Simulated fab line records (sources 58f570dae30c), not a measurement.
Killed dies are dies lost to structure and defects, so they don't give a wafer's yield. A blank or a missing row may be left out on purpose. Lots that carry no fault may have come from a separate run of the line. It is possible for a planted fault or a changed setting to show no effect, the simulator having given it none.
The same fault as seen by 2 desks + flow berkeleyCmos170 + each desk holds nothing but its own numbers, with what lay behind them at the end

## FROM THE METROLOGY DESK
Means of the sampled wafers that have a number, per lot and without regard to the tool the lot ran on: this is what the gauges read. Any lot whose mean is over 4 standard deviations away from the usual mean is out of limits and marked OUT; that distance is given in the brackets.
Columns: A = CONTACT_PSG_THK at UCB170_CONTACT_THK_MEAS_02, usual 697 nm; B = V2_BOW at UCB170_V2_BOW_MEAS_03, usual 36 um
| lot  | first seen here | A             | B  |
|------|-----------------|---------------|----|
| L328 | day 7 03:06     | 692           | 38 |
| L329 | day 7 03:07     | 698           | 33 |
| L330 | day 7 03:07     | 698           | 42 |
| L331 | day 7 12:17     | 703           | 34 |
| L332 | day 7 12:18     | 703           | 34 |
| L336 | day 8 15:42     | 708           | 36 |
| L335 | day 8 15:43     | 704           | 38 |
| L333 | day 8 15:49     | 698           | 38 |
| L334 | day 8 15:49     | 691           | 35 |
| L339 | day 9 04:21     | 698           | 28 |
| L344 | day 10 08:54    | 857 (+20) OUT | -  |
| L349 | day 10 23:23    | 704           | 35 |
| L346 | day 11 01:38    | 867 (+22) OUT | -  |
| L350 | day 11 11:03    | 692           | 39 |
This desk reports L344, L346 out of limits; the earliest was L344 at day 10 08:54 (CONTACT_PSG_THK at UCB170_CONTACT_THK_MEAS_02). In limits: L328, L329, L330, L331, L332, L336, L335, L333, L334, L339, L349, L350.

## TOOL OWNER'S DESK, lpcvd-02
The tool's own readings at UCB170_CONTACT_CVD_01 (deposits PSG from SiH4/O2/PH3, target thk 700 nm, time 2820 s): means of the sampled wafers that have a number, for each lot that ran on this tool. Any lot whose mean is over 4 standard deviations away from the usual mean is out of limits and marked OUT; that distance is given in the brackets.
Columns: A = o2FlowSccm at UCB170_CONTACT_CVD_01, usual 89.95 sccm; B = zonePowerCentrePct at UCB170_CONTACT_CVD_01, usual 20.0 %
| lot  | first seen here | A     | B    |
|------|-----------------|-------|------|
| L328 | day 7 00:26     | 89.75 | 19.8 |
| L329 | day 7 00:26     | 90.15 | 19.5 |
| L330 | day 7 00:26     | 90.21 | 20.9 |
| L333 | day 8 13:08     | 89.56 | 20.7 |
| L334 | day 8 13:08     | 90.06 | 19.6 |
| L344 | day 10 06:13    | 89.86 | 19.6 |
| L346 | day 10 22:57    | 89.79 | 20.7 |
This desk's verdict: no lot among the 7 shows anything out of limits.

## TAKEN TOGETHER
L344, L346 would have let the metrology desk raise an alarm at day 10 08:54.
The desk of the tool owner found nothing out of limits.
Tool owner's desk: L344, L346 on record, inside its limits.
Every lot named ran UCB170_CONTACT_CVD_01 on lpcvd-02.

## WHAT THE SIMULATOR HAD PUT IN
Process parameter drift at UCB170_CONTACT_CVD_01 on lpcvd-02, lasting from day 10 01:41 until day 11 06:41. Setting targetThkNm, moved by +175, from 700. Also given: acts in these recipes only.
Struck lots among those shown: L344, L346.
Per desk, hours elapsed from the start of the fault to the first reading out of limits: for the metrology desk, 7.
